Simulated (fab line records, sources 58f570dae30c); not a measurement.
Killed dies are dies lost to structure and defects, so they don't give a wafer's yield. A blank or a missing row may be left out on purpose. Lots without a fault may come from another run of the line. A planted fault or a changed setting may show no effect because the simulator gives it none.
A struck lot beside a sound one | flow berkeley_cmos170 | 16 steps out of a route of 331
Sound: wafers L777.1, L777.2, L777.3. Struck: wafers L775.1, L775.3, L775.5. The cause comes at the end.
At each step with rows: each side's tool, then ch and its chambers, then its first start. Under that, the readings that differ: sound wafers | struck wafers | difference of the means | sigmas: that difference in standard deviations of wafers without a fault.
alike: readings whose means differ by less than 2 such deviations, and words and numbers that are the same on both sides. not compared: withheld readings, readings that some wafer has no value for, bounds like >300 that may hide the same value, and numbers for which the record gives no deviation and whose values overlap.
The two part at a step that has a row with sigmas, a row that says differs or no value, or rows on one side only. Numbers that don't overlap but have no deviation are shown without sigmas and don't part them. A reading that every wafer of one side lacks parts them only if that side has two wafers or more.

first, 1 step without rows for these wafers: UCB170_PWELL_OXIDATION_02 (target thk 26.4 nm, ox time 1260 s).
UCB170_PWELL_THK_MEAS_03:
  sound on film_metro-01, day 5 11:45; struck on film_metro-02, day 4 22:13
  alike: PWELL_OXIDE_THK
then, 2 steps without rows for these wafers: UCB170_PWELL_ANNEAL_04 (time 900 s); UCB170_PWELL_CVD_05 (deposits Si3N4 from SiH2Cl2/NH3, target thk 220 nm, time 3300 s).
UCB170_PWELL_THK_MEAS_06:
  sound on film_metro-03, day 5 20:04; struck on film_metro-03, day 5 09:19
  alike: PWELL_NITRIDE_THK
then, 6 steps without rows for these wafers: UCB170_PWELL_HMDS_07 (prime time 60 s); UCB170_PWELL_COAT_08 (resist thk 900 nm); UCB170_PWELL_SOFTBAKE_09 (time 60 s); UCB170_PWELL_EXPOSE_10 (exposes mask PWELL, target cd 3000 nm); UCB170_PWELL_PEB_11; UCB170_PWELL_DEVELOP_12 (develop time 45 s).
UCB170_PWELL_OVL_MEAS_13:
  sound on overlay-01, day 5 21:27; struck on overlay-01, day 5 10:21
  alike: PWELL_OVL
UCB170_PWELL_ETCH_14: etches Si3N4 in CH3F/Ar/O2, stops on SiO2, target depth 242 nm, time 151 s.
  sound on rie_diel-04 ch 0,1,2, day 5 21:29; struck on rie_diel-01 ch 2,3, day 5 10:23
  reading                                      | sound             | struck            | difference | sigmas
  oes_product_au (a.u.)                        | 0.957 0.945 0.959 | 0.838 0.844 0.833 | -0.115     | -9
  rf_fwd_power_W (W)                           | 449.6 447.1 448.7 | 269.1 268.6 268.0 | -179.9     | -99 or more
  model.KrF_of_PWELL_COAT_08.thk_nm (nm)       | 725.8 723.7 726.7 | 763.4 764.2 761.2 | +37.5      |
  model.etch.depth_nm (nm)                     | 219.1 219.1 218.9 | 186 184.3 186.4   | -33        |
  model.SiO2_of_PWELL_OXIDATION_02.thk_nm (nm) | 22.49 21.8 22.52  | 22.57 22.98 23.11 | +0.62      |
  alike: drypump_motor_current_A, throttle_valve_pct
  not compared: rf_hours_counter_h
then, 1 step without rows for these wafers: UCB170_PWELL_IMPLANT_15.
UCB170_PWELL_STRIP_16: strips in O2.
  sound on plasma_asher-01 ch 0,1, day 5 21:44; struck on plasma_asher-04 ch 0,1, day 5 10:38
  reading                      | sound             | struck            | difference | sigmas
  strip_time_to_endpoint_s (s) | 18.12 18.06 18.14 | 19.02 19.03 18.96 | +0.90      | +12
  alike: drypump_motor_current_A, oes_product_au
  not compared: rf_hours_counter_h
UCB170_PWELL_TW_MEAS_17:
  sound on film_metro-03, day 5 21:52; struck on film_metro-01, day 5 10:44
  reading  | sound       | struck      | difference | sigmas
  PWELL_TW | 368 374 370 | 383 383 381 | +12        | +3

WHERE THEY PART
First at UCB170_PWELL_ETCH_14; last, within this record, at UCB170_PWELL_TW_MEAS_17.

WHY: what the simulator had put in
Process parameter drift: rie_diel-01, from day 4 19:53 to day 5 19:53, at UCB170_PWELL_ETCH_14. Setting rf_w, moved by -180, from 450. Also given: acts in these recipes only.
